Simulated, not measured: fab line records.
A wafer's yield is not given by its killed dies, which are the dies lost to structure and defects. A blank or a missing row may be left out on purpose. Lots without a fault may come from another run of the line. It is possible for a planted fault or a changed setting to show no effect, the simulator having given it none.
A lot that was struck, set against a sound lot | flow berkeley-cmos170 | 18 out of 331 route steps
Sound: the wafers L697.1, L697.2, L697.5. Struck: wafers L705.2, L705.6. (L705.4 of the same lot was not struck and is left out.) The cause comes at the end.
Order at every step that has rows: each side's tool, ch and its chambers, its first start. Under that, the readings that differ: sound wafers | struck wafers | difference of the means | sigmas: that difference in standard deviations of wafers without a fault.
alike: same words and numbers on both sides, and readings whose means sit less than 2 such deviations apart. not compared: any withheld reading, any reading some wafer has no value for, any bound like >300 that may hide the same value, and any number with overlapping values for which the record gives no deviation.
The two part at a step that has a row with sigmas, a row that says differs or no value, or rows on one side only. When numbers do not overlap yet have no deviation, they are printed without sigmas and do not part them. A reading that every wafer of one side lacks parts them only if that side has two wafers or more.

first, 5 steps without rows for these wafers: UCB170_NLDD_COAT_01 (resist thk 900 nm); UCB170_NLDD_SOFTBAKE_02 (time 60 s); UCB170_NLDD_EXPOSE_03 (exposes mask NSELECT, target cd 1200 nm); UCB170_NLDD_PEB_04; UCB170_NLDD_DEVELOP_05 (develop time 45 s).
UCB170_NLDD_CD_MEAS_06 targets a cd of 1200 nm.
  sound on cd-sem-01 at day 8 06:01; struck on cd-sem-02 at day 9 21:30
  alike: cd-nm
UCB170_NLDD_OVL_MEAS_07:
  sound on overlay-02 at day 8 06:08; struck on overlay-01 at day 9 21:36
  alike: NLDD_OVL
then, 2 steps without rows for these wafers: UCB170_NLDD_IMPLANT_08; UCB170_NLDD_IMPLANT_09.
UCB170_NLDD_STRIP_10: strips in O2.
  sound on plasma-asher-04 ch 0,1, day 8 06:28; struck on plasma-asher-01 ch 0,1, day 9 21:56
  alike: drypump-motor-current-A, oes-product-au, strip-time-to-endpoint-s
  not compared: rf-hours-counter-h
UCB170_NLDD_TW_MEAS_11:
  sound on film-metro-04 at day 8 06:34; struck on film-metro-04 at day 9 22:02
  alike: NLDD_TW
then, 1 step without rows for these wafers: UCB170_NLDD_CLEAN_12 (cleans in SPM, time 600 s).
UCB170_SPACER_CVD_00: deposits SiO2 from TEOS/O2, target thk 376 nm, time 47 s.
  sound on pecvd-04 ch 0,1, day 8 06:48; struck on pecvd-04 ch 0, day 9 22:17
  reading                                 | sound             | struck      | difference | sigmas
  model.SiO2_of_SPACER_CVD_00.thk-nm (nm) | 369.8 375.4 376.5 | 398.7 404.6 | +27.8      |
  alike: heater-power-w
UCB170_SPACER_THK_MEAS_01:
  sound on film-metro-04 at day 8 06:51; struck on film-metro-04 at day 9 22:20
  reading              | sound       | struck  | difference | sigmas
  SPACER_TEOS_THK (nm) | 370 375 376 | 399 405 | +28        | +6
then, 1 step without rows for these wafers: UCB170_SPACER_ANNEAL_02 (time 1800 s).
UCB170_SPACER_ETCHBACK_03: etches SiO2 in CHF3/CF4/Ar, stops on Si, target depth 376 nm, time 100 s.
  sound on rie-diel-01 ch 0,2,3, day 8 11:11; struck on rie-diel-01 ch 0,2, day 10 03:30
  reading                  | sound             | struck      | difference | sigmas
  oes-product-au (a.u.)    | 0.877 0.889 0.879 | 0.938 0.926 | +0.050     | +3
  model.etch.depth-nm (nm) | 369.8 375.4 376.5 | 398.7 404.6 | +27.8      |
  alike: drypump-motor-current-A, mfc-ar-sccm, throttle-valve-pct
  not compared: rf-hours-counter-h
then, 1 step without rows for these wafers: UCB170_PSD_HMDS_00 (prime time 60 s).
UCB170_M3_PROBE_99:
  sound on prober-01 at day 9 18:56; struck on prober-01 at day 11 08:20
  reading                             | sound             | struck      | difference | sigmas
  model.etest.nplus-sal.width-nm (nm) | 707.6 714.5 711   | 631.6 638.7 | -75.9      |
  model.etest.pplus-sal.width-nm (nm) | 708.8 714 714.4   | 629.2 634.2 | -80.7      |
  model.etest.nmos_0p35.r-on-ohm-um   | 1477 1470 1464    | 1506 1521   | +43        |
  model.etest.field-n-metal.vt-v (V)  | 51.92 52.25 52.35 | 53.64 53.81 | +1.55      |
  model.etest.pplus-sal.line-ohm-um   | 5.091 5.047 5.129 | 5.804 5.723 | +0.675     |
  model.etest.nplus-sal.line-ohm-um   | 5.057 4.985 5.038 | 5.827 5.614 | +0.694     |

## WHERE THEY PART
First at UCB170_SPACER_THK_MEAS_01; last, within this record, at UCB170_SPACER_ETCHBACK_03.

WHY: whatever the simulator had introduced
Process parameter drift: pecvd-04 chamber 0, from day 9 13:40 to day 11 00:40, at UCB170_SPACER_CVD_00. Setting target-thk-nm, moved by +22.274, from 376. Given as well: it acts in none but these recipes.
